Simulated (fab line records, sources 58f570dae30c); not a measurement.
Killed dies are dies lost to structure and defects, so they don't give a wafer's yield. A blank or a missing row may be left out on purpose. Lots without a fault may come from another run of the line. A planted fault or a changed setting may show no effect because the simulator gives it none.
Chamber matching | flow berkeley_cmos170 | UCB170_V1_ETCH_14 on rie_diel-01: 4 sister chambers
The step etches SiO2 in CHF3/CF4/Ar, stops on Al, target depth 1250 nm, time 291 s. 4 wafers are shown with their chamber, then 8 later ones without.

WAFERS WITH THEIR CHAMBER
wafer  | chamber | drypump_motor_current_A (A)
L341.3 | 3       | 5.72
L343.2 | 0       | 5.85
L343.5 | 1       | 5.49
L344.1 | 2       | 6.07

WAFERS WITHOUT THEIR CHAMBER
wafer  | drypump_motor_current_A (A)
L344.4 | 5.84
L344.5 | 5.84
L354.1 | 6.08
L354.3 | 5.73
L354.4 | 5.49
L357.2 | 5.87
L357.4 | 5.48
L357.6 | 5.49

WHICH CHAMBER EACH WENT THROUGH
wafer  | from the rows above | in truth
L344.4 | 0                   | 0
L344.5 | 0                   | 0
L354.1 | 2                   | 2
L354.3 | 3                   | 3
L354.4 | 1                   | 1
L357.2 | 0                   | 0
L357.4 | 1                   | 1
L357.6 | 1                   | 1
Placed correctly: 8 of 8. Can't be placed from these rows: 0. Placed wrongly: 0.
How it was worked out, from the rows above alone: a wafer's distance from a chamber is the root of the sum, over the readings, of the square of ((its reading less the chamber's mean) divided by the reading's scatter). The wafer belongs to the nearest chamber; if the next one is less than 2 further off, it can't be placed. A chamber's mean is the mean of its shown wafers. The scatter: with one shown wafer a chamber, the root of the mean of the squares of how far each hidden wafer lies from its nearest shown one.
